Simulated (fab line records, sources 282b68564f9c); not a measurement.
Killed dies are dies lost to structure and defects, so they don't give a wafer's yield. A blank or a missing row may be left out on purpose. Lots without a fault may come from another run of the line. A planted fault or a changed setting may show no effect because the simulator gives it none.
Tool commonality check | flow rit_cmos | 15 lots, 45 wafers sampled

WHY IT WAS OPENED
At RIT_PSD_OVL_MEAS_06 the reading PSD_OVL is flagged on 3 of 15 lots. Wafers without a fault read -0.5 nm, standard deviation 1.4.
Rule: a lot is flagged when every wafer of it that has a number lies more than 4 standard deviations from that mean, or none has a number. The other lots count as sound.

lot  | measured    | on         | PSD_OVL (nm), wafer by wafer | flag
L249 | day 3 02:47 | overlay-01 | -2.5 -2.4 -1.3               |
L250 | day 3 12:29 | overlay-02 | -2.5 -1.7 -0.9               |
L251 | day 3 15:03 | overlay-01 | -2.1 -2.0 -1.7               |
L252 | day 3 18:30 | overlay-02 | 0.2 0.9 -1.2                 |
L253 | day 4 01:58 | overlay-01 | -0.6 -2.1 -1.2               |
L254 | day 4 11:17 | overlay-02 | 2.5 -0.8 0.6                 |
L255 | day 4 13:27 | overlay-02 | -0.2 -1.0 0.0                |
L256 | day 4 16:16 | overlay-02 | 1.5 2.2 1.9                  |
L257 | day 4 23:52 | overlay-02 | 0.2 0.1 1.7                  |
L260 | day 5 14:52 | overlay-01 | 0.7 -0.5 -1.3                |
L261 | day 6 00:14 | overlay-02 | 0.0 -0.2 -3.6                |
L262 | day 6 07:40 | overlay-02 | 130.4 131.7 129.8            | FLAGGED
L265 | day 7 12:40 | overlay-02 | 0.3 0.4 -0.6                 |
L267 | day 8 03:03 | overlay-01 | 129.8 128.2 129.0            | FLAGGED
L268 | day 8 03:11 | overlay-02 | 130.2 130.3 130.3            | FLAGGED
The numbers of the flagged lots are 130.0 nm on average: +130.5 nm against the usual, or +93 standard deviations.

WHICH TOOL RAN EACH LOT
The record holds 1 process step before the reading, out of a route of 202 steps. In each cell: the tool, then ch and the chambers that the sampled wafers went through, then the start.
lot  | flag    | RIT_PSD_EXPOSE_03
L249 |         | iline_stepper-01 ch 0, day 3 02:23
L250 |         | iline_stepper-01 ch 0, day 3 12:07
L251 |         | iline_stepper-01 ch 0, day 3 14:39
L252 |         | iline_stepper-01 ch 0, day 3 17:53
L253 |         | iline_stepper-01 ch 0, day 4 01:34
L254 |         | iline_stepper-01 ch 0, day 4 10:53
L255 |         | iline_stepper-01 ch 0, day 4 13:05
L256 |         | iline_stepper-02 ch 0, day 4 15:52
L257 |         | iline_stepper-01 ch 0, day 4 23:29
L260 |         | iline_stepper-02 ch 0, day 5 14:28
L261 |         | iline_stepper-02 ch 0, day 5 23:50
L262 | FLAGGED | iline_stepper-01 ch 0, day 6 07:16
L265 |         | iline_stepper-02 ch 0, day 7 12:14
L267 | FLAGGED | iline_stepper-01 ch 0, day 8 02:33
L268 | FLAGGED | iline_stepper-01 ch 0, day 8 02:41
What these steps do:
- RIT_PSD_EXPOSE_03: exposes mask M10, target cd 40900 nm.
- RIT_PSD_OVL_MEAS_06

FLAGGED OVER TOTAL, TOOL BY TOOL (the gauges that took the reading come last)
step                | tool             | lots run | flagged | share of the flagged lots | sound lots run after its first flagged lot
RIT_PSD_EXPOSE_03   | iline_stepper-01 | 11       | 3       | all                       | 0
RIT_PSD_EXPOSE_03   | iline_stepper-02 | 4        | 0       | none                      | -
RIT_PSD_OVL_MEAS_06 | overlay-01       | 5        | 1       | some                      | 0
RIT_PSD_OVL_MEAS_06 | overlay-02       | 10       | 2       | some                      | 1 (L265)

WHAT THE TABLE ALLOWS
1 row of the table ran every flagged lot: iline_stepper-01 at RIT_PSD_EXPOSE_03.
- iline_stepper-01 at RIT_PSD_EXPOSE_03: 3 of its 11 lots flagged. Its last sound lot is L257 (day 4 23:29), its first flagged lot L262 (day 6 07:16): a fault that began between those two fits.
One tool is left: iline_stepper-01 at RIT_PSD_EXPOSE_03.

WHAT THE SIMULATOR HAD PUT IN
Scanner matching overlay: iline_stepper-01, from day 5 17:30 on, at RIT_PSD_EXPOSE_03. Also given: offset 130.
Lots struck among those shown: L262, L267, L268. The rule above found the same.
